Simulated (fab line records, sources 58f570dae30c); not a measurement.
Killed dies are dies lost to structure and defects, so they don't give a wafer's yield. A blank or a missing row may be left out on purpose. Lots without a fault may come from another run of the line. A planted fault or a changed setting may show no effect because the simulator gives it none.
A struck lot beside a sound one | flow berkeley_cmos170 | 27 steps out of a route of 331
Sound: wafers L916.2, L916.4, L916.5. Struck: wafers L919.1, L919.2, L919.6. The cause comes at the end.
At each step with rows: each side's tool, then ch and its chambers, then its first start. Under that, the readings that differ: sound wafers | struck wafers | difference of the means | sigmas: that difference in standard deviations of wafers without a fault.
alike: readings whose means differ by less than 2 such deviations, and words and numbers that are the same on both sides. not compared: withheld readings, readings that some wafer has no value for, bounds like >300 that may hide the same value, and numbers for which the record gives no deviation and whose values overlap.
The two part at a step that has a row with sigmas, a row that says differs or no value, or rows on one side only. Numbers that don't overlap but have no deviation are shown without sigmas and don't part them. A reading that every wafer of one side lacks parts them only if that side has two wafers or more.

first, 2 steps without rows for these wafers: UCB170_NWELL_PEB_10; UCB170_NWELL_DEVELOP_11 (develop time 45 s).
UCB170_NWELL_OVL_MEAS_12:
  sound on overlay-02, day 3 18:15; struck on overlay-01, day 4 07:26
  alike: NWELL_OVL
UCB170_NWELL_ETCH_13: etches Si3N4 in CH3F/Ar/O2, stops on SiO2, target depth 246.4 nm, time 154 s.
  sound on rie_diel-02 ch 0,1,3, day 3 18:17; struck on rie_diel-02 ch 2,3, day 4 07:28
  alike: O2_flow_sccm, drypump_motor_current_A, oes_product_au, throttle_valve_pct
  not compared: rf_hours_counter_h
then, 1 step without rows for these wafers: UCB170_NWELL_IMPLANT_14.
UCB170_NWELL_STRIP_15: strips in O2.
  sound on plasma_asher-03 ch 0,1, day 3 18:32; struck on plasma_asher-04 ch 0,1, day 4 07:43
  alike: drypump_motor_current_A, oes_product_au, strip_time_to_endpoint_s
  not compared: rf_hours_counter_h
UCB170_NWELL_TW_MEAS_16:
  sound on film_metro-03, day 3 18:38; struck on film_metro-03, day 4 07:49
  alike: NWELL_TW
then, 5 steps without rows for these wafers: UCB170_NWELL_CLEAN_17 (cleans in SPM, time 600 s); UCB170_NWELL_WET_ETCH_18 (etches Si3N4 in H3PO4, time 14400 s); UCB170_NWELL_WET_ETCH_19 (etches SiO2 in BOE, time 22 s); UCB170_PWELL_CLEAN_00 (cleans in SPM, time 600 s); UCB170_PWELL_CLEAN_01 (cleans in dHF, time 60 s).
UCB170_PWELL_OXIDATION_02: target thk 26.4 nm, ox time 1260 s.
  sound on furnace-03 ch 0, day 4 06:42; struck on furnace-03 ch 0, day 4 19:15
  alike: spike_tc_source_C, tube_center_temp_C_max, zone_power_source_pct
UCB170_PWELL_THK_MEAS_03:
  sound on film_metro-04, day 4 08:04; struck on film_metro-02, day 4 20:36
  reading              | sound          | struck         | difference | sigmas
  PWELL_OXIDE_THK (nm) | 27.7 27.5 27.7 | 40.4 38.9 39.6 | +12.0      | +21
then, 2 steps without rows for these wafers: UCB170_PWELL_ANNEAL_04 (time 900 s); UCB170_PWELL_CVD_05 (deposits Si3N4 from SiH2Cl2/NH3, target thk 220 nm, time 3300 s).
UCB170_PWELL_THK_MEAS_06:
  sound on film_metro-04, day 4 15:02; struck on film_metro-04, day 5 02:45
  alike: PWELL_NITRIDE_THK
then, 6 steps without rows for these wafers: UCB170_PWELL_HMDS_07 (prime time 60 s); UCB170_PWELL_COAT_08 (resist thk 900 nm); UCB170_PWELL_SOFTBAKE_09 (time 60 s); UCB170_PWELL_EXPOSE_10 (exposes mask PWELL, target cd 3000 nm); UCB170_PWELL_PEB_11; UCB170_PWELL_DEVELOP_12 (develop time 45 s).
UCB170_PWELL_OVL_MEAS_13:
  sound on overlay-01, day 4 16:04; struck on overlay-01, day 5 04:01
  alike: PWELL_OVL
UCB170_PWELL_ETCH_14: etches Si3N4 in CH3F/Ar/O2, stops on SiO2, target depth 242 nm, time 151 s.
  sound on rie_diel-02 ch 0,2,3, day 4 16:05; struck on rie_diel-01 ch 0,1,3, day 5 04:03
  reading                                      | sound             | struck           | difference | sigmas
  model.SiO2_of_PWELL_OXIDATION_02.thk_nm (nm) | 23.94 23.82 23.82 | 36.7 35.03 35.76 | +12.0      |
  alike: O2_flow_sccm, drypump_motor_current_A, oes_product_au, throttle_valve_pct
  not compared: rf_hours_counter_h
then, 1 step without rows for these wafers: UCB170_PWELL_IMPLANT_15.
-- the record jumps here: 4 days lie between the struck wafers' starts before and after (it left off in module PWELL and takes up again in module M3, whose first step shown is number 331 of the route) --
UCB170_M3_PROBE_99:
  the record has rows for the struck wafers here (prober-01, day 9 15:53) and none for the sound ones

WHERE THEY PART
First at UCB170_PWELL_THK_MEAS_03; last, within this record, at UCB170_M3_PROBE_99.

WHY: what the simulator had put in
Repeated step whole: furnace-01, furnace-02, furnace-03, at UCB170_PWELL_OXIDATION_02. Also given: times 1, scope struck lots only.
